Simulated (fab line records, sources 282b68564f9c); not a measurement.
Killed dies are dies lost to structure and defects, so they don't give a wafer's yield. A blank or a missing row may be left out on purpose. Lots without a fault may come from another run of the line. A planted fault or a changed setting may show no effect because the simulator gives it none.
fab line records | flow rit_cmos
record lots=5 wafers=23
route steps=202 shown ACTIVE@7 NWELL@36 NRETRO@61 PRETRO@72 GATE@84 NLDD@104 SPACER@130 PSD@143
start_h: hours from the record's first day to the start of the lot's first wafer shown | wait_h: hours since the lot's step before | " the same as in the row above | L1.1+2: a row that stands for several wafers | - no value, or no start given | * or withheld: withheld | < > ~ a bound
route shown NAME@n: a module of which the file shows steps, and the number in the route of the first | usual: mean/standard deviation of fault-free wafers | same: alike in all rows | chamber/n: place in a boat | sites: the reading at each site | _std_site: their standard deviation | _edge_site: outer sites' mean less inner sites' | radius_mm: how far each site lies from the wafer's centre | mask NAME#n: copy n | behind: the tool/chamber that last shaped the wafer | hold: why the lot was held/for how many hours/how that ended | device: the transistor (n, p or np) that didn't switch | end of line: the same wafers' tests at the end of the route | a step without rows: its recipe alone | killed: dies lost to structure and defects at the first sort, not the wafer's yield | map: a wafer's dies, x killed, . not, _ none there
set.NAME: the setting as run; set.NAME@STEP: as run at that earlier step | model.NAME: the simulator's own value behind a step, which no gauge read
lots whose settings were changed on purpose; a table a step, a row a wafer
## steps
# step RIT_ACTIVE_COAT_06
# recipe resist=NOVOLAK spin_rpm=3250 resist_thk_nm=1000
# columns lot.wafer tool chamber start_h wait_h set.resist_thk_nm model.NOVOLAK_of_ACTIVE_COAT_06.thk_nm
L074.1 litho_track-03 0 14.80 0.1 1000 996.9
L074.2 " 0 " " 1000 996.1
L074.3 " 0 " " 974.3 973.9
L074.5 " 0 " " 974.3 972.2
L074.6 " 0 " " 1000 998.3
L076.1 litho_track-01 0 23.74 0.1 1000 998
L076.3 " 0 " " 1000 999.6
L076.6 " 0 " " 1000 996.9
L077.1+6 litho_track-03 0 29.45 0.1 1000 1002
L077.2 " 0 " " 949.4 951
L077.4 " 0 " " 1000 1000
L077.5 " 0 " " 949.4 950.5
L079.1 litho_track-01 0 40.29 0.1 1048 1044
L079.2 " 0 " " 1000 998.3
L079.4 " 0 " " 1000 999.8
L079.5 " 0 " " 1000 996.9
L079.6 " 0 " " 1048 1048
L081.2 litho_track-03 0 49.59 0.1 972.3 974.9
L081.3 " 0 " " 1000 998.3
L081.4 " 0 " " 1000 998.5
L081.5 " 0 " " 972.3 970.9
L081.6 " 0 " " 1000 1001
# step RIT_ACTIVE_DEVELOP_10
# recipe resist=NOVOLAK develop_time_s=50 dev_temp_c=23
# columns lot.wafer tool chamber start_h wait_h set.develop_time_s
L074.1+2+5 litho_track-03 0 - - 53.94
L074.3+6 " 0 " " 50
L076.1+3+6 litho_track-03 0 - - 50
L077.1+2+5 litho_track-02 0 - - 52.8
L077.4+6 " 0 " " 50
L079.1+5 litho_track-02 0 - - 50
L079.2+4+6 " 0 " " 55.45
L081.2+4+5 litho_track-03 0 - - 50
L081.3+6 " 0 " " 54.73
# step RIT_ACTIVE_CD_MEAS_11
# recipe target_cd_nm=1400
# usual cd_nm=1399.8/2.1
# columns lot.wafer tool chamber start_h wait_h set.resist_thk_nm@ACTIVE_COAT_06 set.develop_time_s@ACTIVE_DEVELOP_10 cd_nm
L074.1 cd_sem-02 - 15.50 - 1000 53.94 1390.8
L074.2 " - " " 1000 53.94 1390.4
L074.3 " - " " 974.3 50 1395.6
L074.5 " - " " 974.3 53.94 1390.8
L074.6 " - " " 1000 50 1398.6
L076.1 cd_sem-01 - 24.44 - 1000 50 1397.7
L076.3 " - " " 1000 50 1398.8
L076.6 " - " " 1000 50 1398.1
L077.1 cd_sem-01 - 30.15 - 1000 52.8 1395.0
L077.2 " - " " 949.4 52.8 1388.3
L077.4 " - " " 1000 50 1401.1
L077.5 " - " " 949.4 52.8 1388.9
L077.6 " - " " 1000 50 1399.4
L079.1 cd_sem-02 - 41.12 - 1048 50 1406.6
L079.2 " - " " 1000 55.45 1392.1
L079.4 " - " " 1000 55.45 1392.2
L079.5 " - " " 1000 50 1401.4
L079.6 " - " " 1048 55.45 1395.0
L081.2 cd_sem-01 - 50.41 - 972.3 50 1396.4
L081.3 " - " " 1000 54.73 1390.6
L081.4 " - " " 1000 50 1399.3
L081.5 " - " " 972.3 50 1399.2
L081.6 " - " " 1000 54.73 1390.5
# step RIT_ACTIVE_HARDBAKE_12
# recipe resist=NOVOLAK temp_c=140 time_s=60
# columns lot.wafer tool chamber start_h wait_h set.resist_thk_nm@ACTIVE_COAT_06 model.NOVOLAK_of_ACTIVE_COAT_06.thk_nm
L074.1 litho_track-03 0 15.62 0.1 1000 881
L074.2 " 0 " " 1000 880.3
L074.3 " 0 " " 974.3 861
L074.5 " 0 " " 974.3 859.4
L074.6 " 0 " " 1000 882.2
L076.1 litho_track-03 0 24.56 0.1 1000 882.1
L076.3 " 0 " " 1000 883.4
L076.6 " 0 " " 1000 881.1
L077.1 litho_track-01 0 30.27 0.1 1000 885.7
L077.2 " 0 " " 949.4 840.8
L077.4 " 0 " " 1000 883.7
L077.5 " 0 " " 949.4 840.4
L077.6 " 0 " " 1000 885.1
L079.1 litho_track-02 0 41.24 0.1 1048 922
L079.2 " 0 " " 1000 882.2
L079.4 " 0 " " 1000 883.5
L079.5 " 0 " " 1000 881
L079.6 " 0 " " 1048 925.4
L081.2 litho_track-02 0 50.53 0.1 972.3 861.8
L081.3 " 0 " " 1000 882.2
L081.4 " 0 " " 1000 882.4
L081.5 " 0 " " 972.3 858.3
L081.6 " 0 " " 1000 884.8
# step RIT_ACTIVE_ETCH_13
# recipe stop_on=SiO2 chemistry=SF6 target=Si3N4 time_s=210 over_etch_frac=0.4 SF6_flow_sccm=200 pressure_mtorr=260 rf_w=125 target_depth_a=2100
# columns lot.wafer tool chamber start_h wait_h set.rf_w set.resist_thk_nm@ACTIVE_COAT_06 set.develop_time_s@ACTIVE_DEVELOP_10 model.ACTIVE.cd_nm
L074.1 rie_diel-04 1 15.77 0.1 110.4 1000 53.94 1391
L074.2 " 3 " " 125 1000 53.94 1390
L074.3 " 2 " " 110.4 974.3 50 1396
L074.5 " 2 " " 110.4 974.3 53.94 1391
L074.6 " 1 " " 125 1000 50 1398
L076.1+6 rie_diel-01 2,3 24.71 0.1 125 1000 50 1398
L076.3 " 3 " " 125 1000 50 1399
L077.1 rie_diel-03 3 30.42 0.1 125 1000 52.8 1395
L077.2+5 " 1,3 " " 114.3 949.4 52.8 1389
L077.4 " 0 " " 125 1000 50 1401
L077.6 " 0 " " 114.3 1000 50 1400
L079.1 rie_diel-03 2 41.39 0.1 125 1048 50 1406
L079.2 " 0 " " 115.1 1000 55.45 1392
L079.4 " 1 " " 125 1000 55.45 1392
L079.5 " 0 " " 115.1 1000 50 1401
L079.6 " 1 " " 115.1 1048 55.45 1396
L081.2 rie_diel-01 3 50.66 0.1 130.9 972.3 50 1396
L081.3 " 2 " " 125 1000 54.73 1391
L081.4 " 1 " " 125 1000 50 1400
L081.5 " 1 " " 125 972.3 50 1399
L081.6 " 0 " " 130.9 1000 54.73 1390
# step RIT_ACTIVE_STRIP_14
# recipe chemistry=O2 time_s=180 resist=NOVOLAK platen_temp_c=withheld power_w=500 pressure_mtorr=4000 o2_flow_sccm=4000
# step RIT_ACTIVE_CD_MEAS_90
# recipe target_cd_nm=1400
# usual cd_nm=1399.8/2.2
# columns lot.wafer tool chamber start_h wait_h set.resist_thk_nm@ACTIVE_COAT_06 set.develop_time_s@ACTIVE_DEVELOP_10 cd_nm
L074.1 cd_sem-01 - 16.08 0.1 1000 53.94 1391.4
L074.2 " - " " 1000 53.94 1390.2
L074.3 " - " " 974.3 50 1396.2
L074.5 " - " " 974.3 53.94 1391.4
L074.6 " - " " 1000 50 1398.2
L076.1 cd_sem-01 - 25.02 0.1 1000 50 1398.0
L076.3 " - " " 1000 50 1398.7
L076.6 " - " " 1000 50 1397.6
L077.1 cd_sem-01 - 30.73 0.1 1000 52.8 1394.9
L077.2 " - " " 949.4 52.8 1388.6
L077.4 " - " " 1000 50 1400.9
L077.5 " - " " 949.4 52.8 1389.1
L077.6 " - " " 1000 50 1399.6
L079.1 cd_sem-01 - 41.69 0.1 1048 50 1406.4
L079.2 " - " " 1000 55.45 1392.2
L079.4 " - " " 1000 55.45 1392.3
L079.5 " - " " 1000 50 1401.5
L079.6 " - " " 1048 55.45 1395.6
L081.2 cd_sem-02 - 50.99 0.1 972.3 50 1396.3
L081.3 " - " " 1000 54.73 1390.9
L081.4 " - " " 1000 50 1399.8
L081.5 " - " " 972.3 50 1399.4
L081.6 " - " " 1000 54.73 1390.6
# step RIT_NWELL_IMPLANT_08
# recipe species=P energy_kev=170 dose_cm2=5e+13 tilt_deg=7
# columns lot.wafer tool chamber start_h wait_h set.dose_cm2
L074.1+2 implanter-01 0 23.18 0.2 5e+13
L074.3+5+6 " 0 " " 5.142e+13
L076.1+3+6 implanter-03 0 31.61 0.2 5e+13
L077.1+5+6 implanter-01 0 37.80 0.2 5.187e+13
L077.2+4 " 0 " " 5e+13
L079.1+2+6 implanter-03 0 47.45 0.2 5e+13
L079.4+5 " 0 " " 4.801e+13
L081.2+3+4+5+6 implanter-01 0 57.93 0.2 5e+13
# step RIT_NRETRO_IMPLANT_08
# recipe species=P energy_kev=70 dose_cm2=1e+13 tilt_deg=7
# columns lot.wafer tool chamber start_h wait_h set.energy_kev model.implant.rp_nm model.implant.drp_nm
L074.1+3+6 implanter-02 0 31.85 0.2 70 84.5 33.94
L074.2+5 " 0 " " 72.54 87.65 34.97
L076.1+3+6 implanter-01 0 41.58 0.2 70 85.25 33.94
L077.1+2+4+5+6 implanter-01 0 46.70 0.2 70 84.97 33.94
L079.1+6 implanter-01 0 55.87 0.2 70 84.41 33.94
L079.2+4+5 " 0 " " 74 89.37 35.56
L081.2+3+4 implanter-01 0 66.92 0.2 70 82.63 33.94
L081.5+6 " 0 " " 67.1 79.11 32.74
# step RIT_PRETRO_IMPLANT_08
# recipe species=B energy_kev=45 dose_cm2=1.2e+13 tilt_deg=7
# columns lot.wafer tool chamber start_h wait_h set.dose_cm2
L074.1+6 implanter-02 0 33.43 0.2 1.2e+13
L074.2+3+5 " 0 " " 1.127e+13
L076.1+3+6 implanter-02 0 43.42 0.2 1.2e+13
L077.1+2 implanter-02 0 48.25 0.2 1.2e+13
L077.4+5+6 " 0 " " 1.129e+13
L079.1+5 implanter-03 0 57.62 0.2 1.138e+13
L079.2+4+6 " 0 " " 1.2e+13
L081.2+3+6 implanter-03 0 68.47 0.2 1.2e+13
L081.4+5 " 0 " " 1.111e+13
# step RIT_PRETRO_STRIP_09
# recipe chemistry=O2 time_s=180 resist=NOVOLAK platen_temp_c=withheld power_w=500 pressure_mtorr=4000 o2_flow_sccm=4000
# step RIT_PRETRO_TW_MEAS_10
# usual PRETRO_TW=476/4.3
# columns lot.wafer tool chamber start_h wait_h set.dose_cm2@PRETRO_IMPLANT_08 PRETRO_TW
L074.1 film_metro-01 - 33.76 0.1 1.2e+13 471
L074.2 " - " " 1.127e+13 467
L074.3 " - " " 1.127e+13 467
L074.5 " - " " 1.127e+13 465
L074.6 " - " " 1.2e+13 474
L076.1 film_metro-01 - 43.75 0.1 1.2e+13 474
L076.3 " - " " 1.2e+13 477
L076.6 " - " " 1.2e+13 471
L077.1 film_metro-01 - 48.57 0.1 1.2e+13 474
L077.2 " - " " 1.2e+13 476
L077.4 " - " " 1.129e+13 464
L077.5 " - " " 1.129e+13 464
L077.6 " - " " 1.129e+13 465
L079.1 film_metro-01 - 57.95 0.1 1.138e+13 465
L079.2 " - " " 1.2e+13 473
L079.4 " - " " 1.2e+13 474
L079.5 " - " " 1.138e+13 465
L079.6 " - " " 1.2e+13 473
L081.2 film_metro-03 - 68.78 0.1 1.2e+13 472
L081.3 " - " " 1.2e+13 474
L081.4 " - " " 1.111e+13 462
L081.5 " - " " 1.111e+13 462
L081.6 " - " " 1.2e+13 473
# step RIT_GATE_CVD_08
# recipe material=poly-Si target_thk_nm=250 temp_c=610 precursor=SiH4 time_s=2220 pressure_mtorr=300 sih4_flow_sccm=100
# columns lot.wafer tool chamber start_h wait_h set.pressure_mtorr model.poly-Si_of_GATE_CVD_08.thk_nm
L074.1 - - - 0.3 274.1 238.3
L074.2+3 " - " " 274.1 237.4
L074.5 " - " " 274.1 239.4
L074.6 " - " " 274.1 236.2
L076.1+3 lpcvd-01 1 46.44 0.1 300 250.9
L076.6 " 1 " " 300 250.5
L077.1+5 - - - 0.1 268.8 237.1
L077.2 " - " " 268.8 235.9
L077.4 " - " " 268.8 233.6
L077.6 " - " " 268.8 237.7
L079.1 - - - 0.1 320.1 261.1
L079.2 " - " " 320.1 259.4
L079.4 " - " " 320.1 261.3
L079.5 " - " " 320.1 259.2
L079.6 " - " " 320.1 258.6
L081.2 - - - 0.0 274 236.1
L081.3 " - " " 274 238
L081.4 " - " " 274 236
L081.5 " - " " 274 237.2
L081.6 " - " " 274 238.5
# step RIT_GATE_THK_MEAS_09
# recipe reads=poly-Si_of_GATE_CVD_08
# usual GATE_POLY_THK=249.5/1.7
# columns lot.wafer tool chamber start_h wait_h set.pressure_mtorr@GATE_CVD_08 GATE_POLY_THK[nm]
L074.1 film_metro-01 - - - 274.1 238.4
L074.2 " - " " 274.1 237.2
L074.3 " - " " 274.1 237.6
L074.5 " - " " 274.1 239.7
L074.6 " - " " 274.1 236.3
L076.1 film_metro-02 - 48.87 0.0 300 250.7
L076.3 " - " " 300 250.9
L076.6 " - " " 300 250.8
L077.1 film_metro-02 - - - 268.8 236.9
L077.2 " - " " 268.8 235.9
L077.4 " - " " 268.8 233.6
L077.5 " - " " 268.8 237.2
L077.6 " - " " 268.8 237.9
L079.1 film_metro-01 - - - 320.1 261.3
L079.2 " - " " 320.1 259.5
L079.4 " - " " 320.1 261.3
L079.5 " - " " 320.1 259.2
L079.6 " - " " 320.1 258.6
L081.2 film_metro-01 - - - 274 236.0
L081.3 " - " " 274 237.9
L081.4 " - " " 274 236.1
L081.5 " - " " 274 237.3
L081.6 " - " " 274 238.3
# step RIT_GATE_HMDS_10
# recipe prime_time_s=60 prime_temp_c=140
# step RIT_GATE_COAT_11
# recipe resist=NOVOLAK spin_rpm=4250 resist_thk_nm=850
# step RIT_GATE_HARDBAKE_18
# recipe resist=NOVOLAK temp_c=140 time_s=60
# step RIT_GATE_ETCH_19
# recipe chemistry=SF6/CHF3/O2 time_s=165 SF6_flow_sccm=30 CHF3_flow_sccm=30 O2_flow_sccm=5 target=poly-Si pressure_mtorr=40 rf_w=160 target_depth_a=3125 over_etch_frac=0.25 stop_on=SiO2
# columns lot.wafer tool chamber start_h wait_h set.pressure_mtorr@GATE_CVD_08 model.GATE.feature_depth_nm model.etch.depth_nm
L074.1 rie_si-02 1 40.57 0.1 274.1 238.3 238.3
L074.2+3 " 0,3 " " 274.1 237.4 237.4
L074.5 " 1 " " 274.1 239.4 239.4
L074.6 " 2 " " 274.1 236.2 236.2
L076.1+3 rie_si-02 3,0 50.33 0.1 300 250.9 250.9
L076.6 " 3 " " 300 250.5 250.5
L077.1+5 rie_si-02 1,3 54.33 0.1 268.8 237.1 237.1
L077.2 " 2 " " 268.8 235.9 235.9
L077.4 " 3 " " 268.8 233.6 233.6
L077.6 " 2 " " 268.8 237.7 237.7
L079.1 rie_si-02 1 66.33 0.1 320.1 261.1 261.1
L079.2 " 2 " " 320.1 259.4 259.4
L079.4 " 0 " " 320.1 261.3 261.3
L079.5 " 0 " " 320.1 259.2 259.2
L079.6 " 1 " " 320.1 258.6 258.6
L081.2 rie_si-02 0 74.92 0.1 274 236.1 236.1
L081.3 " 1 " " 274 238 238
L081.4 " 3 " " 274 236 236
L081.5 " 2 " " 274 237.2 237.2
L081.6 " 1 " " 274 238.5 238.5
# step RIT_NLDD_COAT_01
# recipe resist=NOVOLAK spin_rpm=3250 resist_thk_nm=1000
# columns lot.wafer tool chamber start_h wait_h set.resist_thk_nm model.NOVOLAK_of_NLDD_COAT_01.thk_nm
L074.1+3 litho_track-03 0 44.14 0.1 1000 1001
L074.2 " 0 " " 970.1 969.8
L074.5 " 0 " " 1000 1002
L074.6 " 0 " " 970.1 972.5
L076.1 litho_track-03 0 54.81 0.1 1000 996.8
L076.3 " 0 " " 1000 998.3
L076.6 " 0 " " 1000 996.6
L077.1 litho_track-04 0 57.91 0.1 949.7 947.1
L077.2 " 0 " " 949.7 948.7
L077.4 " 0 " " 949.7 947.5
L077.5 " 0 " " 1000 997.4
L077.6 " 0 " " 1000 995.6
L079.1 litho_track-03 0 70.73 0.1 984.1 981.4
L079.2 " 0 " " 984.1 983.4
L079.4 " 0 " " 1000 1002
L079.5 " 0 " " 984.1 980.8
L079.6 " 0 " " 1000 996.8
L081.2+5 litho_track-01 0 79.27 0.1 1033 1033
L081.3 " 0 " " 1000 1003
L081.4 " 0 " " 1033 1037
L081.6 " 0 " " 1000 1005
# step RIT_NLDD_DEVELOP_05
# recipe resist=NOVOLAK develop_time_s=50 dev_temp_c=23
# columns lot.wafer tool chamber start_h wait_h set.develop_time_s
L074.1+2+5 litho_track-04 0 - - 50
L074.3+6 " 0 " " 43.69
L076.1+3+6 litho_track-03 0 - - 50
L077.1+2+4+5+6 litho_track-03 0 - - 50
L079.1+2+4+5+6 litho_track-03 0 - - 50
L081.2+3+4+5+6 litho_track-04 0 - - 50
# step RIT_NLDD_HARDBAKE_07
# recipe resist=NOVOLAK temp_c=140 time_s=60
# columns lot.wafer tool chamber start_h wait_h set.resist_thk_nm@NLDD_COAT_01 model.NOVOLAK_of_NLDD_COAT_01.thk_nm
L074.1 litho_track-03 0 44.88 0.0 1000 884.9
L074.2 " 0 " " 970.1 857.4
L074.3 " 0 " " 1000 884.8
L074.5 " 0 " " 1000 885.4
L074.6 " 0 " " 970.1 859.8
L076.1 litho_track-03 0 55.55 0.0 1000 881
L076.3 " 0 " " 1000 882.3
L076.6 " 0 " " 1000 880.8
L077.1 litho_track-04 0 58.77 0.0 949.7 837.5
L077.2 " 0 " " 949.7 838.9
L077.4 " 0 " " 949.7 837.9
L077.5 " 0 " " 1000 881.4
L077.6 " 0 " " 1000 880
L079.1 litho_track-03 0 71.47 0.0 984.1 867.4
L079.2 " 0 " " 984.1 869.3
L079.4 " 0 " " 1000 885.5
L079.5 " 0 " " 984.1 867
L079.6 " 0 " " 1000 880.9
L081.2+5 litho_track-04 0 80.01 0.0 1033 912.9
L081.3 " 0 " " 1000 886.4
L081.4 " 0 " " 1033 916.1
L081.6 " 0 " " 1000 887.9
# step RIT_SPACER_ETCHBACK_05
# recipe target_depth_a=2500 SF6_flow_sccm=30 CHF3_flow_sccm=30 target=Si3N4 chemistry=SF6/CHF3 pressure_mtorr=40 rf_w=250 time_s=240 stop_on=SiO2
# usual oes_product_au=0.846/0.012
# columns lot.wafer tool chamber start_h wait_h set.time_s oes_product_au model.poly-Si_of_GATE_CVD_08.thk_nm model.Si3N4_of_SPACER_CVD_03.thk_nm
L074.1 rie_diel-04 3 51.80 0.1 240 0.861 154.9 195.1
L074.2 " 0 " " 240 0.850 153.9 194
L074.3 " 2 " " 216.9 0.906 161.8 201.3
L074.5 " 2 " " 216.9 0.909 164.4 202.7
L074.6 " 3 " " 240 0.847 153.7 196.2
L076.1 rie_diel-02 1 62.59 0.1 240 0.862 168.8 195.5
L076.3 " 2 " " 240 0.828 167.5 195.2
L076.6 " 0 " " 240 0.836 165.5 191.2
L077.1 rie_diel-03 1 63.26 0.1 208.2 0.910 165.5 204.4
L077.2 " 3 " " 240 0.836 153 196.2
L077.4 " 3 " " 240 0.841 150.8 196.9
L077.5 " 1 " " 208.2 0.913 165.7 206.7
L077.6 " 2 " " 208.2 0.941 163.6 202.9
L079.1 rie_diel-04 0 75.77 0.1 240 0.853 178.2 195.8
L079.2 " 2 " " 224.9 0.866 180.5 196.3
L079.4 " 3 " " 240 0.858 178.4 196.5
L079.5 " 2 " " 224.9 0.880 180.3 199.1
L079.6 " 3 " " 224.9 0.888 180.3 199.8
L081.2 rie_diel-02 1 87.27 0.0 240 0.867 154.5 194.5
L081.3 " 3 " " 240 0.841 153.7 193.7
L081.4 " 0 " " 240 0.839 152 194.3
L081.5 " 2 " " 240 0.824 153.8 193.7
L081.6 " 1 " " 240 0.861 157 194.3
# step RIT_PSD_COAT_01
# recipe resist=NOVOLAK spin_rpm=3250 resist_thk_nm=1000
# columns lot.wafer tool chamber start_h wait_h set.spin_rpm model.NOVOLAK_of_PSD_COAT_01.thk_nm
L074.1 litho_track-04 0 53.89 0.1 3344 986.5
L074.2 " 0 " " 3344 988
L074.3+5 " 0 " " 3250 1002
L074.6 " 0 " " 3250 1003
L076.1 litho_track-02 0 64.31 0.1 3250 999
L076.3 " 0 " " 3250 999.5
L076.6 " 0 " " 3250 999.9
L077.1 litho_track-02 0 64.98 0.1 3250 1001
L077.2 " 0 " " 3250 1000
L077.4 " 0 " " 3031 1035
L077.5 " 0 " " 3031 1036
L077.6 " 0 " " 3250 999.4
L079.1 litho_track-03 0 77.49 0.1 3250 999.6
L079.2 " 0 " " 3123 1021
L079.4 " 0 " " 3250 998.5
L079.5 " 0 " " 3250 1001
L079.6 " 0 " " 3123 1023
L081.2 litho_track-02 0 89.14 0.1 3475 964.6
L081.3 " 0 " " 3475 964.4
L081.4 " 0 " " 3250 1002
L081.5 " 0 " " 3475 965.1
L081.6 " 0 " " 3250 998.6
## key
split step=RIT_ACTIVE_COAT_06 setting=resist_thk_nm stated=1000 by=wafer
response step=RIT_ACTIVE_COAT_06 reading=model.NOVOLAK_of_ACTIVE_COAT_06.thk_nm change=+9.82 per=1% r=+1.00
response step=RIT_ACTIVE_HARDBAKE_12 reading=model.NOVOLAK_of_ACTIVE_COAT_06.thk_nm change=+8.59 per=1% r=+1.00
response step=RIT_ACTIVE_CD_MEAS_11 reading=cd_nm slope=+0.926 per=1% together_with=develop_time_s@ACTIVE_DEVELOP_10 explained=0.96
response step=RIT_ACTIVE_ETCH_13 reading=model.ACTIVE.cd_nm slope=+0.906 per=1% together_with=develop_time_s@ACTIVE_DEVELOP_10 explained=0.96
response step=RIT_ACTIVE_CD_MEAS_90 reading=cd_nm slope=+0.904 per=1% together_with=develop_time_s@ACTIVE_DEVELOP_10 explained=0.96
split step=RIT_ACTIVE_DEVELOP_10 setting=develop_time_s stated=50 by=wafer
response step=RIT_ACTIVE_CD_MEAS_11 reading=cd_nm change=-0.979 per=1% r=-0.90
response step=RIT_ACTIVE_ETCH_13 reading=model.ACTIVE.cd_nm change=-0.965 per=1% r=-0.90
response step=RIT_ACTIVE_CD_MEAS_90 reading=cd_nm change=-0.96 per=1% r=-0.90
split step=RIT_ACTIVE_ETCH_13 setting=rf_w stated=125 by=wafer
response none clear
split step=RIT_NWELL_IMPLANT_08 setting=dose_cm2 stated=5e+13 by=wafer
response none in this file
split step=RIT_NRETRO_IMPLANT_08 setting=energy_kev stated=70 by=wafer
response step=RIT_NRETRO_IMPLANT_08 reading=model.implant.rp_nm change=+0.863 per=1% r=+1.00
response step=RIT_NRETRO_IMPLANT_08 reading=model.implant.drp_nm change=+0.286 per=1% r=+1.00
split step=RIT_PRETRO_IMPLANT_08 setting=dose_cm2 stated=1.2e+13 by=wafer
response step=RIT_PRETRO_TW_MEAS_10 reading=PRETRO_TW change=+1.44 per=1% r=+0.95
split step=RIT_GATE_CVD_08 setting=pressure_mtorr stated=300 by=lot
response step=RIT_GATE_CVD_08 reading=model.poly-Si_of_GATE_CVD_08.thk_nm change=+1.43 per=1% r=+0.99
response step=RIT_GATE_THK_MEAS_09 reading=GATE_POLY_THK change=+1.43 per=1% r=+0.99
response step=RIT_GATE_ETCH_19 reading=model.GATE.feature_depth_nm change=+1.43 per=1% r=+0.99
response step=RIT_GATE_ETCH_19 reading=model.etch.depth_nm change=+1.43 per=1% r=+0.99
split step=RIT_NLDD_COAT_01 setting=resist_thk_nm stated=1000 by=wafer
response step=RIT_NLDD_COAT_01 reading=model.NOVOLAK_of_NLDD_COAT_01.thk_nm change=+9.75 per=1% r=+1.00
response step=RIT_NLDD_HARDBAKE_07 reading=model.NOVOLAK_of_NLDD_COAT_01.thk_nm change=+8.53 per=1% r=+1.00
split step=RIT_NLDD_DEVELOP_05 setting=develop_time_s stated=50 by=wafer
response none clear
split step=RIT_SPACER_ETCHBACK_05 setting=time_s stated=240 by=wafer
response step=RIT_SPACER_ETCHBACK_05 reading=oes_product_au change=-0.00575 per=1% r=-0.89
response step=RIT_SPACER_ETCHBACK_05 reading=model.poly-Si_of_GATE_CVD_08.thk_nm change=-0.884 per=1% r=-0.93
response step=RIT_SPACER_ETCHBACK_05 reading=model.Si3N4_of_SPACER_CVD_03.thk_nm change=-0.613 per=1% r=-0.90
split step=RIT_PSD_COAT_01 setting=spin_rpm stated=3250 by=wafer
response step=RIT_PSD_COAT_01 reading=model.NOVOLAK_of_PSD_COAT_01.thk_nm change=-5.24 per=1% r=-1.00
